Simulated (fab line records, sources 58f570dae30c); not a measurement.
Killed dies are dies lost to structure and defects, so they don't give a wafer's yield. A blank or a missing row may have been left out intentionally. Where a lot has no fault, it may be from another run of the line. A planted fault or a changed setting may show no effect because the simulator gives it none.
Which tool is to blame? | flow berkeley-cmos170 | 21 wafers from 7 lots sampled at 4 of the route's 331 steps

## WHAT EACH GAUGE READ, for each wafer
UCB170_M2_CD_MEAS_15: target cd 700 nm.
lot  | measured     | on        | cd-nm (nm)
L472 | day 8 18:44  | cd-sem-01 | 697.9 698.5 697.5
L473 | day 9 14:59  | cd-sem-01 | 699.5 699.4 698.6
L476 | day 9 21:15  | cd-sem-02 | 702.1 700.5 701.8
L485 | day 10 18:20 | cd-sem-01 | 701.7 701.4 702.8
L486 | day 11 02:59 | cd-sem-01 | 701.2 701.3 701.2
L487 | day 11 14:00 | cd-sem-01 | 699.0 697.9 697.7
L491 | day 11 22:27 | cd-sem-01 | 700.8 700.4 702.9

## TOOL THAT RAN EACH LOT (tool first, then ch and the chambers of the sampled wafers, then the start)
lot  | UCB170_SILICIDE_SPUTTER_01   | UCB170_CONTACT_ETCH_18                        | UCB170_M2_PEB_13
L472 | pvd-sputter-04, day 8 00:49  | rie-diel-04 ch 0,3, day 8 18:28 or earlier    | litho-track-03 ch 0, day 8 18:28
L473 | pvd-sputter-04, day 8 21:09  | rie-diel-02 ch 0,2,3, day 9 14:40 or earlier  | litho-track-04 ch 0, day 9 14:40
L476 | pvd-sputter-03, day 9 03:08  | rie-diel-03 ch 0,1,2, day 9 20:59 or earlier  | litho-track-01 ch 0, day 9 20:59
L485 | pvd-sputter-03, day 10 01:20 | rie-diel-04 ch 1,2, day 10 18:05 or earlier   | litho-track-01 ch 0, day 10 18:05
L486 | pvd-sputter-03, day 10 07:57 | rie-diel-03 ch 0,1,2, day 11 02:43 or earlier | litho-track-01 ch 0, day 11 02:43
L487 | pvd-sputter-04, day 10 22:23 | rie-diel-03 ch 0,2,3, day 11 13:44 or earlier | litho-track-04 ch 0, day 11 13:44
L491 | pvd-sputter-03, day 11 03:29 | rie-diel-03 ch 0,1,3, day 11 22:11 or earlier | litho-track-04 ch 0, day 11 22:11
- UCB170_SILICIDE_SPUTTER_01: material Ti, target thk 30 nm, time 25 s.
- UCB170_CONTACT_ETCH_18: etches PSG in CHF3/CF4/Ar, stops on TiSi2, target depth 840 nm, time 195 s.
- UCB170_M2_PEB_13

## THE ANSWER, worked out from the rows above alone
Rule: the lots themselves supply what counts as usual. The widest of any qualifying gaps counts: lots, ordered by their means at a reading, are off when they make up no more than a third of the lots, leave a main group of 4 or more, and stand apart from it by 3 or more times the standard deviation of that group's means. A main group whose means are all the same, to the digits that the tables above print for the reading, isn't used. Also off: a lot with no number at a reading for which 4 or more lots have one. Where the step has rows for the other lots, those lots are counted as sound.
No lot is off at any reading shown: from this, nothing can be told.

## WHAT THE SIMULATOR PUT IN
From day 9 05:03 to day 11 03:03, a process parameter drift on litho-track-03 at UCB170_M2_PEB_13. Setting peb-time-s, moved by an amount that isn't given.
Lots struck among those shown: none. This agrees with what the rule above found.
